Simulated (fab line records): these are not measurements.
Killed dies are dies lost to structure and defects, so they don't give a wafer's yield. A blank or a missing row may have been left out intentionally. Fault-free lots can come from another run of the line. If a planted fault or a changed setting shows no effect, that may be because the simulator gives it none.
Which of the tools did it? || flow berkeley cmos170 || 14 lots, 42 wafers sampled, at 6 steps of a route of 331

## WHAT THE GAUGES SHOWED, per wafer
UCB170_ACTIVE_THK_MEAS_06.
{"lot": "L489", "measured": "day 4 17:20", "on": "film metro-02", "ACTIVE_NITRIDE_THK (nm)": "221.7 222.8 220.4"}
{"lot": "L491", "measured": "day 5 05:04", "on": "film metro-02", "ACTIVE_NITRIDE_THK (nm)": "218.2 217.2 218.1"}
{"lot": "L494", "measured": "day 5 22:23", "on": "film metro-01", "ACTIVE_NITRIDE_THK (nm)": "219.9 217.6 220.9"}
{"lot": "L495", "measured": "day 5 22:25", "on": "film metro-02", "ACTIVE_NITRIDE_THK (nm)": "221.3 223.3 223.0"}
{"lot": "L493", "measured": "day 5 22:25", "on": "film metro-03", "ACTIVE_NITRIDE_THK (nm)": "216.9 217.3 216.0"}
{"lot": "L496", "measured": "day 6 07:37", "on": "film metro-02", "ACTIVE_NITRIDE_THK (nm)": "219.1 220.1 221.7"}
{"lot": "L497", "measured": "day 6 11:51", "on": "film metro-01", "ACTIVE_NITRIDE_THK (nm)": "219.0 219.7 220.4"}
{"lot": "L498", "measured": "day 6 22:47", "on": "film metro-03", "ACTIVE_NITRIDE_THK (nm)": "220.4 222.3 219.8"}
{"lot": "L500", "measured": "day 7 04:12", "on": "film metro-03", "ACTIVE_NITRIDE_THK (nm)": "217.9 218.6 216.9"}
{"lot": "L505", "measured": "day 8 19:08", "on": "film metro-02", "ACTIVE_NITRIDE_THK (nm)": "223.5 222.7 223.8"}
{"lot": "L507", "measured": "day 8 19:08", "on": "film metro-03", "ACTIVE_NITRIDE_THK (nm)": "221.5 220.4 220.1"}
{"lot": "L509", "measured": "day 9 04:03", "on": "film metro-03", "ACTIVE_NITRIDE_THK (nm)": "221.3 223.4 221.8"}
{"lot": "L510", "measured": "day 9 15:52", "on": "film metro-02", "ACTIVE_NITRIDE_THK (nm)": "222.2 220.7 221.2"}
{"lot": "L511", "measured": "day 9 15:52", "on": "film metro-03", "ACTIVE_NITRIDE_THK (nm)": "221.2 219.9 221.1"}

UCB170_FIELD_THK_MEAS_90.
{"lot": "L489", "measured": "day 5 12:42", "on": "film metro-04", "FIELD_OXIDE_LEFT_1_THK (nm)": "449 452 457"}
{"lot": "L491", "measured": "day 6 01:23", "on": "film metro-04", "FIELD_OXIDE_LEFT_1_THK (nm)": "433 439 439"}
{"lot": "L494", "measured": "day 6 18:00", "on": "film metro-04", "FIELD_OXIDE_LEFT_1_THK (nm)": "436 439 440"}
{"lot": "L495", "measured": "day 6 18:01", "on": "film metro-01", "FIELD_OXIDE_LEFT_1_THK (nm)": "443 437 435"}
{"lot": "L493", "measured": "day 6 18:01", "on": "film metro-03", "FIELD_OXIDE_LEFT_1_THK (nm)": "447 448 452"}
{"lot": "L496", "measured": "day 7 03:26", "on": "film metro-03", "FIELD_OXIDE_LEFT_1_THK (nm)": "446 454 433"}
{"lot": "L497", "measured": "day 7 03:24", "on": "film metro-04", "FIELD_OXIDE_LEFT_1_THK (nm)": "439 441 441"}
{"lot": "L498", "measured": "day 7 21:03", "on": "film metro-03", "FIELD_OXIDE_LEFT_1_THK (nm)": "447 432 443"}
{"lot": "L500", "measured": "day 8 07:47", "on": "film metro-04", "FIELD_OXIDE_LEFT_1_THK (nm)": "431 424 436"}
{"lot": "L505", "measured": "day 9 19:55", "on": "film metro-01", "FIELD_OXIDE_LEFT_1_THK (nm)": "436 426 425"}
{"lot": "L507", "measured": "day 9 12:53", "on": "film metro-04", "FIELD_OXIDE_LEFT_1_THK (nm)": "421 434 427"}
{"lot": "L509", "measured": "day 10 00:11", "on": "film metro-04", "FIELD_OXIDE_LEFT_1_THK (nm)": "413 418 423"}
{"lot": "L510", "measured": "day 10 14:23", "on": "film metro-04", "FIELD_OXIDE_LEFT_1_THK (nm)": "418 425 430"}
{"lot": "L511", "measured": "day 10 14:23", "on": "film metro-03", "FIELD_OXIDE_LEFT_1_THK (nm)": "449 441 441"}

UCB170_PLDD_TW_MEAS_11.
{"lot": "L489", "measured": "day 7 01:53", "on": "film metro-02", "PLDD_TW": "1024 1024 1018"}
{"lot": "L491", "measured": "day 7 13:10", "on": "film metro-03", "PLDD_TW": "997 1004 989"}
{"lot": "L494", "measured": "day 8 11:09", "on": "film metro-02", "PLDD_TW": "1022 1018 1017"}
{"lot": "L495", "measured": "day 8 10:14", "on": "film metro-01", "PLDD_TW": "992 991 990"}
{"lot": "L493", "measured": "day 8 10:29", "on": "film metro-03", "PLDD_TW": "1003 996 1001"}
{"lot": "L496", "measured": "day 8 20:57", "on": "film metro-02", "PLDD_TW": "1045 1050 1044"}
{"lot": "L497", "measured": "day 8 20:40", "on": "film metro-01", "PLDD_TW": "989 992 990"}
{"lot": "L498", "measured": "day 9 21:19", "on": "film metro-02", "PLDD_TW": "1044 1052 1048"}
{"lot": "L500", "measured": "day 10 06:42", "on": "film metro-01", "PLDD_TW": "999 994 1000"}
{"lot": "L505", "measured": "day 11 12:23", "on": "film metro-03", "PLDD_TW": "996 1005 1002"}
{"lot": "L507", "measured": "day 11 00:44", "on": "film metro-03", "PLDD_TW": "1002 999 1003"}
{"lot": "L509", "measured": "day 11 11:57", "on": "film metro-03", "PLDD_TW": "998 1006 999"}
{"lot": "L510", "measured": "day 12 03:01", "on": "film metro-03", "PLDD_TW": "997 999 999"}
{"lot": "L511", "measured": "day 12 02:47", "on": "film metro-02", "PLDD_TW": "1014 1014 1011"}

UCB170_PSD_CD_MEAS_06: the cd target is 1200 nm.
{"lot": "L489", "measured": "day 7 12:58", "on": "cd sem-01", "cd nm (nm)": "1198.4 1198.1 1199.8"}
{"lot": "L491", "measured": "day 7 21:40", "on": "cd sem-01", "cd nm (nm)": "1199.9 1199.4 1200.1"}
{"lot": "L494", "measured": "day 8 23:00", "on": "cd sem-02", "cd nm (nm)": "1200.8 1200.4 1200.0"}
{"lot": "L495", "measured": "day 8 22:47", "on": "cd sem-02", "cd nm (nm)": "1201.0 1200.7 1200.6"}
{"lot": "L493", "measured": "day 8 22:52", "on": "cd sem-01", "cd nm (nm)": "1199.3 1199.3 1198.9"}
{"lot": "L496", "measured": "day 9 08:12", "on": "cd sem-01", "cd nm (nm)": "1201.1 1199.9 1200.2"}
{"lot": "L497", "measured": "day 9 08:20", "on": "cd sem-02", "cd nm (nm)": "1198.8 1199.1 1200.3"}
{"lot": "L498", "measured": "day 10 07:56", "on": "cd sem-02", "cd nm (nm)": "1199.2 1198.5 1197.3"}
{"lot": "L500", "measured": "day 10 15:39", "on": "cd sem-01", "cd nm (nm)": "1200.5 1199.8 1199.4"}
{"lot": "L505", "measured": "day 11 21:01", "on": "cd sem-01", "cd nm (nm)": "1200.5 1201.0 1201.1"}
{"lot": "L507", "measured": "day 11 10:17", "on": "cd sem-01", "cd nm (nm)": "1198.6 1199.9 1199.0"}
{"lot": "L509", "measured": "day 11 20:35", "on": "cd sem-01", "cd nm (nm)": "1197.3 1198.6 1198.4"}
{"lot": "L510", "measured": "day 13 00:47", "on": "cd sem-02", "cd nm (nm)": "1202.1 1203.0 1203.0"}
{"lot": "L511", "measured": "day 12 10:28", "on": "cd sem-01", "cd nm (nm)": "1199.6 1198.4 1198.9"}

UCB170_SDANNEAL_RS_MEAS_04: uses a four-point probe to measure.
{"lot": "L489", "measured": "day 7 18:08", "on": "film metro-01", "PLDD_RS (ohm/sq)": "1035.0 1033.7 1033.9"}
{"lot": "L491", "measured": "day 8 01:52", "on": "film metro-02", "PLDD_RS (ohm/sq)": "1036.0 1032.9 1037.0"}
{"lot": "L494", "measured": "day 9 02:41", "on": "film metro-01", "PLDD_RS (ohm/sq)": "1028.8 1028.9 1027.8"}
{"lot": "L495", "measured": "day 9 02:10", "on": "film metro-02", "PLDD_RS (ohm/sq)": "1032.3 1028.0 1030.6"}
{"lot": "L493", "measured": "day 9 02:24", "on": "film metro-03", "PLDD_RS (ohm/sq)": "1036.2 1033.0 1034.5"}
{"lot": "L496", "measured": "day 9 11:25", "on": "film metro-01", "PLDD_RS (ohm/sq)": "951.7 951.9 952.7"}
{"lot": "L497", "measured": "day 9 11:40", "on": "film metro-02", "PLDD_RS (ohm/sq)": "1030.8 1032.7 1032.9"}
{"lot": "L498", "measured": "day 10 11:25", "on": "film metro-02", "PLDD_RS (ohm/sq)": "950.8 953.5 952.3"}
{"lot": "L500", "measured": "day 10 19:39", "on": "film metro-03", "PLDD_RS (ohm/sq)": "1034.0 1031.5 1027.8"}
{"lot": "L505", "measured": "day 12 01:10", "on": "film metro-02", "PLDD_RS (ohm/sq)": "1029.1 1029.5 1030.4"}
{"lot": "L507", "measured": "day 11 14:45", "on": "film metro-01", "PLDD_RS (ohm/sq)": "1031.1 1026.8 1032.0"}
{"lot": "L509", "measured": "day 12 00:34", "on": "film metro-02", "PLDD_RS (ohm/sq)": "1036.8 1035.0 1035.2"}
{"lot": "L510", "measured": "day 13 06:34", "on": "film metro-02", "PLDD_RS (ohm/sq)": "1031.7 1034.2 1035.3"}
{"lot": "L511", "measured": "day 12 15:58", "on": "film metro-02", "PLDD_RS (ohm/sq)": "1028.0 1026.9 1030.1"}

## TOOL THAT RAN EACH LOT (tool first, then ch and the chambers of the sampled wafers, then the start)
{"lot": "L489", "UCB170_PLDD_IMPLANT_08": "implanter-03 ch 0, day 7 01:29"}
{"lot": "L491", "UCB170_PLDD_IMPLANT_08": "implanter-04 ch 0, day 7 12:47"}
{"lot": "L494", "UCB170_PLDD_IMPLANT_08": "implanter-04 ch 0, day 8 10:45"}
{"lot": "L495", "UCB170_PLDD_IMPLANT_08": "implanter-04 ch 0, day 8 09:52"}
{"lot": "L493", "UCB170_PLDD_IMPLANT_08": "implanter-02 ch 0, day 8 10:07"}
{"lot": "L496", "UCB170_PLDD_IMPLANT_08": "implanter-04 ch 0, day 8 20:35"}
{"lot": "L497", "UCB170_PLDD_IMPLANT_08": "implanter-02 ch 0, day 8 20:17"}
{"lot": "L498", "UCB170_PLDD_IMPLANT_08": "implanter-04 ch 0, day 9 20:56"}
{"lot": "L500", "UCB170_PLDD_IMPLANT_08": "implanter-02 ch 0, day 10 06:19"}
{"lot": "L505", "UCB170_PLDD_IMPLANT_08": "implanter-02 ch 0, day 11 11:59"}
{"lot": "L507", "UCB170_PLDD_IMPLANT_08": "implanter-02 ch 0, day 11 00:20"}
{"lot": "L509", "UCB170_PLDD_IMPLANT_08": "implanter-02 ch 0, day 11 11:35"}
{"lot": "L510", "UCB170_PLDD_IMPLANT_08": "implanter-03 ch 0, day 12 02:37"}
{"lot": "L511", "UCB170_PLDD_IMPLANT_08": "implanter-04 ch 0, day 12 02:23"}
- UCB170_PLDD_IMPLANT_08

## AS READ BY THE TOOLS THEMSELVES (means over the sampled wafers that have a number; for cases with no such wafer, the mark the record gives instead)
UCB170_PLDD_IMPLANT_08.
{"lot": "L489", "tool": "implanter-03", "beam on s (s)": 10.01, "end station pressure torr (Torr)": 5.09e-06, "faraday current uA": 158, "rotation deg (degrees)": 0.007}
{"lot": "L491", "tool": "implanter-04", "beam on s (s)": 10.08, "end station pressure torr (Torr)": 5.16e-06, "faraday current uA": 157, "rotation deg (degrees)": -0.010}
{"lot": "L494", "tool": "implanter-04", "beam on s (s)": 10.20, "end station pressure torr (Torr)": 5.12e-06, "faraday current uA": 156, "rotation deg (degrees)": -0.005}
{"lot": "L495", "tool": "implanter-04", "beam on s (s)": 10.02, "end station pressure torr (Torr)": 4.95e-06, "faraday current uA": 158, "rotation deg (degrees)": 0.024}
{"lot": "L493", "tool": "implanter-02", "beam on s (s)": 9.81, "end station pressure torr (Torr)": 5.35e-06, "faraday current uA": 162, "rotation deg (degrees)": -0.007}
{"lot": "L496", "tool": "implanter-04", "beam on s (s)": 12.39, "end station pressure torr (Torr)": 9.40e-05, "faraday current uA": 129, "rotation deg (degrees)": -0.002}
{"lot": "L497", "tool": "implanter-02", "beam on s (s)": 9.91, "end station pressure torr (Torr)": 5.18e-06, "faraday current uA": 160, "rotation deg (degrees)": -0.007}
{"lot": "L498", "tool": "implanter-04", "beam on s (s)": 12.13, "end station pressure torr (Torr)": 9.27e-05, "faraday current uA": 133, "rotation deg (degrees)": 0.017}
{"lot": "L500", "tool": "implanter-02", "beam on s (s)": 10.15, "end station pressure torr (Torr)": 4.87e-06, "faraday current uA": 156, "rotation deg (degrees)": -0.020}
{"lot": "L505", "tool": "implanter-02", "beam on s (s)": 9.88, "end station pressure torr (Torr)": 5.19e-06, "faraday current uA": 161, "rotation deg (degrees)": 0.004}
{"lot": "L507", "tool": "implanter-02", "beam on s (s)": 10.05, "end station pressure torr (Torr)": 5.26e-06, "faraday current uA": 158, "rotation deg (degrees)": 0.019}
{"lot": "L509", "tool": "implanter-02", "beam on s (s)": 9.89, "end station pressure torr (Torr)": 4.88e-06, "faraday current uA": 160, "rotation deg (degrees)": 0.021}
{"lot": "L510", "tool": "implanter-03", "beam on s (s)": 10.03, "end station pressure torr (Torr)": 5.14e-06, "faraday current uA": 158, "rotation deg (degrees)": 0.002}
{"lot": "L511", "tool": "implanter-04", "beam on s (s)": 9.92, "end station pressure torr (Torr)": 5.04e-06, "faraday current uA": 159, "rotation deg (degrees)": 0.024}

## THE ANSWER, worked out from the rows above alone
Rule: what is usual is taken from the lots themselves. The widest of any qualifying gaps counts: lots, ordered by their means at a reading, are off when they make up no more than a third of the lots, leave a main group of 4 or more, and stand apart from it by 3 or more times the standard deviation of that group's means. A main group is skipped when, at the precision printed for the reading in the tables above, its means are all equal. Also off: a lot with no number at a reading for which 4 or more lots have one. Where the step has rows for the other lots, those lots are counted as sound. First the gauges in route order, then the tools' own readings, where a lot's mean is used as printed above. The first step at which some lot is off is used, and at that step the reading that is off furthest; a lot without a number counts as furthest.
Off: at UCB170_SDANNEAL_RS_MEAS_04 (PLDD_RS), L496, L498. Main group: mean 1032.0 ohm/sq, sd 2.5.
If a tool, at a process step before that reading, ran all the lots that are off and no sound lot after the first of them, it fits. The gauges at UCB170_SDANNEAL_RS_MEAS_04 aren't tried: what is off there is off at UCB170_PLDD_IMPLANT_08 too, on other tools, and a gauge's error can't cause that. No candidate that was tried fits.

## WHAT THE SIMULATOR HAD INSERTED
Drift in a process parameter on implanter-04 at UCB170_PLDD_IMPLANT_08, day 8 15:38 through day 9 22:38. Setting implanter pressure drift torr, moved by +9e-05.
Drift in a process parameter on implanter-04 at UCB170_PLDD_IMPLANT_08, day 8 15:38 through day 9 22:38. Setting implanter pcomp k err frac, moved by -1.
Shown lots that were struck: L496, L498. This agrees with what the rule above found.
